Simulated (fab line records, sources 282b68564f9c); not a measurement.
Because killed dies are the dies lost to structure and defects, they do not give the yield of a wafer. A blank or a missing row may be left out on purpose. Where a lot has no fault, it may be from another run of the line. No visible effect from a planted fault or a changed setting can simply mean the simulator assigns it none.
fab line records    flow ritCmos
[record] lots = 14  wafers = 41  lastDay = 7
route steps=202 shown SILICIDE@162 M1@202
lots untouched by any fault: they come from a run of this same line in which no faults occurred
startH: hours from the record's first day to the start of the lot's first wafer shown    waitH: time in hours since the lot's previous step    " same as the row above    L1.1+2: several wafers, shown together as one row    - no value present, or no start provided    * or withheld: withheld    < > ~ a bound
route shown NAME@n: NAME is a module with steps in the file, n the number in the route of the first one    usual: mean/standard deviation taken from wafers without a fault    same: alike in all rows    chamber/n: place in a boat    sites: the reading at each site    _std_site: standard deviation of those values    _edge_site: inner sites' mean taken away from outer sites' mean    radiusMm: how far each site lies from the wafer's centre    mask NAME#n: copy n    behind: the tool/chamber that last shaped the wafer    hold: why the lot went on hold/how many hours it stayed there/how the hold came to an end    device: which transistor (n, p or np) failed to switch    end of line: tests of these same wafers at the route's end    a step with no rows: only its recipe    killed: dies that structure and defects cost at the first sort, which is not the same as the wafer's yield    map: dies across one wafer; x = killed, . = not, _ = none there
set.NAME: the setting as run; set.NAME@STEP: as run at that earlier step    model.NAME: the simulator's own value behind a step, which no gauge read
steps of the route over a sample of lots; a table a step, a row a wafer
services: the hour from which a tool's chamber was out of use, counted from the record's first day as startH (under 0 if before that day), plus the number of hours and why
[[steps]]
[step RIT_SILICIDE_SPUTTER_01]
[recipe] material = Ti  targetThkNm = 30  powerW = 350  chamberPressurePa = 0.667  gas = Ar  timeS = 240  substrateTempC = 25
[usual] cathodeDcPowerW = 350.01/0.069  throttleValvePct = 30.4/0.88
lot.wafer  tool           chamber  startH  waitH  cathodeDcPowerW  throttleValvePct
L744.2     pvdSputter-02  -        55.19   0.0    350.06           29.6
L744.4     "              -        "       "      350.03           30.8
L744.5     "              -        "       "      349.93           30.9
L745.1     pvdSputter-04  -        62.54   0.0    349.95           30.1
L745.2     "              -        "       "      350.04           31.2
L745.4     "              -        "       "      350.07           30.8
L746.1     pvdSputter-02  -        67.00   0.0    350.01           29.7
L746.2     "              -        "       "      349.92           28.7
L746.4     "              -        "       "      350.01           30.7
L748.1     pvdSputter-02  -        79.19   0.0    349.88           29.5
L748.5     "              -        "       "      350.00           30.0
L748.6     "              -        "       "      350.05           28.8
L749.1     pvdSputter-04  -        81.41   0.0    350.05           31.2
L749.2     "              -        "       "      349.92           30.8
L749.5     "              -        "       "      350.05           30.5
L751.2     pvdSputter-04  -        90.79   0.0    349.97           31.3
L751.5     "              -        "       "      349.95           29.7
L751.6     "              -        "       "      350.06           30.7
L752.1     pvdSputter-02  -        94.77   0.0    350.10           29.8
L752.4     "              -        "       "      350.11           29.7
L752.6     "              -        "       "      349.91           30.7
L754.2     pvdSputter-01  -        102.79  0.0    349.96           31.0
L754.3     "              -        "       "      350.08           29.1
L754.4     "              -        "       "      350.08           30.6
L759.1     pvdSputter-04  -        128.74  0.0    350.03           30.6
L759.2     "              -        "       "      350.02           31.7
L759.6     "              -        "       "      349.95           30.2
L760.2     pvdSputter-01  -        130.95  0.0    349.95           29.1
L760.3     "              -        "       "      349.97           30.4
L760.6     "              -        "       "      350.00           30.2
L762.1     pvdSputter-02  -        144.56  0.0    349.87           29.6
L762.3     "              -        "       "      350.05           29.9
L762.6     "              -        "       "      350.10           30.8
L764.2     pvdSputter-02  -        155.48  0.0    349.93           29.6
L764.4     "              -        "       "      349.99           29.8
L764.5     "              -        "       "      397.24           28.7
L766.4     pvdSputter-02  -        161.38  0.0    397.33           28.7
L766.5     "              -        "       "      397.40           28.8
L767.1     pvdSputter-04  -        172.16  0.0    350.07           30.5
L767.4     "              -        "       "      350.05           31.6
L767.6     "              -        "       "      350.01           31.3
[step RIT_SILICIDE_RS_MEAS_02]
[recipe] thkMeasGauge = four-point-probe  reads = Ti_of_SILICIDE_SPUTTER_01
[usual] SILICIDE_TI_RS = 48.2/0.64
lot.wafer  tool          chamber  startH  waitH  hold                     SILICIDE_TI_RS[ohm/sq]
L744.2     filmMetro-02  -        55.36   0.1    -                        47.6
L744.4     "             -        "       "      -                        48.2
L744.5     "             -        "       "      -                        47.9
L745.1     filmMetro-03  -        62.69   0.1    -                        48.9
L745.2     "             -        "       "      -                        48.1
L745.4     "             -        "       "      -                        47.8
L746.1     filmMetro-04  -        67.15   0.1    -                        47.2
L746.2     "             -        "       "      -                        47.5
L746.4     "             -        "       "      -                        47.7
L748.1     filmMetro-04  -        79.34   0.1    -                        47.8
L748.5     "             -        "       "      -                        47.2
L748.6     "             -        "       "      -                        48.2
L749.1     filmMetro-03  -        81.56   0.1    -                        48.4
L749.2     "             -        "       "      -                        48.0
L749.5     "             -        "       "      -                        47.7
L751.2     filmMetro-04  -        90.96   0.1    -                        48.9
L751.5     "             -        "       "      -                        49.5
L751.6     "             -        "       "      -                        48.9
L752.1     filmMetro-03  -        94.92   0.1    -                        48.2
L752.4     "             -        "       "      -                        47.9
L752.6     "             -        "       "      -                        49.1
L754.2     filmMetro-04  -        102.96  0.1    -                        48.1
L754.3     "             -        "       "      -                        48.5
L754.4     "             -        "       "      -                        48.4
L759.1     filmMetro-02  -        128.89  0.1    -                        47.7
L759.2     "             -        "       "      -                        47.3
L759.6     "             -        "       "      -                        48.6
L760.2     filmMetro-04  -        131.12  0.1    -                        49.1
L760.3     "             -        "       "      -                        49.2
L760.6     "             -        "       "      -                        48.4
L762.1     filmMetro-04  -        144.71  0.1    -                        48.2
L762.3     "             -        "       "      -                        47.5
L762.6     "             -        "       "      -                        48.2
L764.2     filmMetro-04  -        155.65  0.1    awaitDispo/0.2h/release  48.0
L764.4     "             -        "       "      awaitDispo/0.2h/release  47.8
L764.5     "             -        "       "      awaitDispo/0.2h/release  40.8
L764.2     filmMetro-04  -        155.93  0.3    -                        48.5
L764.4     "             -        "       "      -                        48.2
L764.5     "             -        "       "      -                        41.2
L766.4     filmMetro-03  -        161.59  0.1    awaitDispo/0.2h/release  40.7
L766.5     "             -        "       "      awaitDispo/0.2h/release  40.6
L766.4     filmMetro-03  -        161.88  0.3    -                        40.9
L766.5     "             -        "       "      -                        40.9
L767.1     filmMetro-04  -        172.31  0.1    -                        48.2
L767.4     "             -        "       "      -                        48.6
L767.6     "             -        "       "      -                        48.0
[step RIT_SILICIDE_THK_MEAS_03]
[recipe] thkMeasGauge = xrf  reads = Ti_of_SILICIDE_SPUTTER_01
[usual] SILICIDE_TI_THK = 29.7/0.32
lot.wafer  tool          chamber  startH  waitH  hold                     SILICIDE_TI_THK[nm]
L744.2     filmMetro-02  -        55.47   0.1    -                        30.0
L744.4     "             -        "       "      -                        29.9
L744.5     "             -        "       "      -                        29.9
L745.1     filmMetro-03  -        62.81   0.1    -                        29.3
L745.2     "             -        "       "      -                        29.8
L745.4     "             -        "       "      -                        29.8
L746.1     filmMetro-04  -        67.27   0.1    -                        30.2
L746.2     "             -        "       "      -                        30.2
L746.4     "             -        "       "      -                        30.0
L748.1     filmMetro-04  -        79.46   0.1    -                        29.7
L748.5     "             -        "       "      -                        30.1
L748.6     "             -        "       "      -                        29.7
L749.1     filmMetro-03  -        81.68   0.1    -                        29.7
L749.2     "             -        "       "      -                        29.8
L749.5     "             -        "       "      -                        30.1
L751.2     filmMetro-04  -        91.07   0.1    -                        29.3
L751.5     "             -        "       "      -                        29.1
L751.6     "             -        "       "      -                        29.4
L752.1     filmMetro-03  -        95.04   0.1    -                        29.7
L752.4     "             -        "       "      -                        30.0
L752.6     "             -        "       "      -                        29.4
L754.2     filmMetro-04  -        103.07  0.1    -                        29.7
L754.3     "             -        "       "      -                        29.6
L754.4     "             -        "       "      -                        29.6
L759.1     filmMetro-02  -        129.01  0.1    -                        30.0
L759.2     "             -        "       "      -                        30.3
L759.6     "             -        "       "      -                        29.5
L760.2     filmMetro-04  -        131.23  0.1    -                        29.2
L760.3     "             -        "       "      -                        29.1
L760.6     "             -        "       "      -                        29.6
L762.1     filmMetro-04  -        144.83  0.1    -                        29.8
L762.3     "             -        "       "      -                        30.1
L762.6     "             -        "       "      -                        29.7
L766.4     filmMetro-03  -        163.17  1.3    awaitDispo/0.2h/release  34.0
L766.5     "             -        "       "      awaitDispo/0.2h/release  34.0
L766.4     filmMetro-03  -        163.49  0.3    -                        33.8
L766.5     "             -        "       "      -                        34.1
L764.2     filmMetro-04  -        163.51  7.6    awaitDispo/0.2h/release  29.9
L764.4     "             -        "       "      awaitDispo/0.2h/release  30.0
L764.5     "             -        "       "      awaitDispo/0.2h/release  34.0
L764.2     filmMetro-04  -        163.74  0.2    -                        29.8
L764.4     "             -        "       "      -                        29.8
L764.5     "             -        "       "      -                        34.1
L767.1     filmMetro-04  -        172.43  0.1    -                        29.6
L767.4     "             -        "       "      -                        29.4
L767.6     "             -        "       "      -                        29.8
[step RIT_M1_PROBE_99]
[usual] killedAtContacts = 0.1/0.3  killedAtFrontEnd = 7/3.3  killedDies = 7/3.3  killedOpen = 3.8/2.3  killedShort = 3.5/2.1
[same] grossDies = 264  killed_at_M0_to_M3 = 0  killed_at_M4_up = 0  killedAtBackSide = 0  killedAtOther = 0
lot.wafer  tool       chamber  startH  waitH  killedAtContacts  killedAtFrontEnd  killedDies  killedOpen  killedShort
L764.2     prober-01  -        172.18  0.1    1                 12                13          9           4
L764.4     prober-01  -        172.28  0.2    0                 9                 9           3           6
L764.5     prober-01  -        172.33  0.2    0                 7                 7           5           2
L766.4     prober-01  -        172.71  0.2    0                 7                 7           3           4
L766.5     prober-01  -        172.76  0.2    0                 7                 7           4           3
// killed by level:class
L764.2 SPACER:geometricParticle:open=3 GATE:geometricParticle:short=2 GATE:geometricParticle:open=2 REOX:geometricParticle:open=2 SPACER:geometricParticle:short=2 SILICIDE:geometricParticle:open=1 CONTACT:geometricParticle:open=1
L764.4 GATE:geometricParticle:short=3 GATE:geometricParticle:open=3 SILICIDE:geometricParticle:short=2 SPACER:geometricParticle:short=1
L764.5 REOX:geometricParticle:open=2 FOX2:geometricParticle:open=1 SPACER:geometricParticle:open=1 GATE:geometricParticle:open=1 SPACER:geometricParticle:short=1 SILICIDE:geometricParticle:short=1
L766.4 GATE:geometricParticle:short=2 GATE:geometricParticle:open=2 SPACER:geometricParticle:short=1 SILICIDE:geometricParticle:short=1 SILICIDE:geometricParticle:open=1
L766.5 GATE:geometricParticle:open=2 REOX:geometricParticle:short=2 FOX2:geometricParticle:open=1 GATE:geometricParticle:short=1 SILICIDE:geometricParticle:open=1
[[services]]
tool           chamber  startH  hours  kind
pvdSputter-02  -        32.81   1.3    repair
pvdSputter-04  -        42.35   14.4   repair
pvdSputter-01  -        121.86  6.6    repair
pvdSputter-04  -        130.94  1.7    repair
pvdSputter-01  -        137.30  0.7    repair
pvdSputter-04  -        141.92  0.7    repair
[[key]]
[firstSign] step = RIT_SILICIDE_SPUTTER_01  reading = cathodeDcPowerW  direction = up  sigmas = 99+  usual = 350.01  struck = 397.32
[effect] step = RIT_SILICIDE_RS_MEAS_02  reading = visit  direction = added
[effect] step = RIT_SILICIDE_RS_MEAS_02  reading = SILICIDE_TI_RS  direction = down  sigmas = 12  usual = 48.2  struck = 40.7
[effect] step = RIT_SILICIDE_THK_MEAS_03  reading = visit  direction = added
[effect] step = RIT_SILICIDE_THK_MEAS_03  reading = SILICIDE_TI_THK  direction = up  sigmas = 13  usual = 29.7  struck = 34.0
metAt RIT_SILICIDE_SPUTTER_01
struckLots L764,L766
struckWafers L764.5,L766.4,L766.5
testerLeftOut L764,L766
onsetBetween 79.19 155.48
[fault] kind = processParameterDrift  tool = pvdSputter-02  chamber = -  onsetH = 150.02  steps = RIT_SILICIDE_SPUTTER_01  channel = powerW  offset = 47.296  shape = step  endH = 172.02  actsIn = theseRecipesOnly  stated = 350  scope = struckWafersOnly
// testerLeftOut: of these lots the tester's yield and bins aren't shown, on N5 and GAA mostly nor the transistor test; their killed dies are dies lost to structure and defects alone, not to doping, threshold or leakage, so they don't give the yield
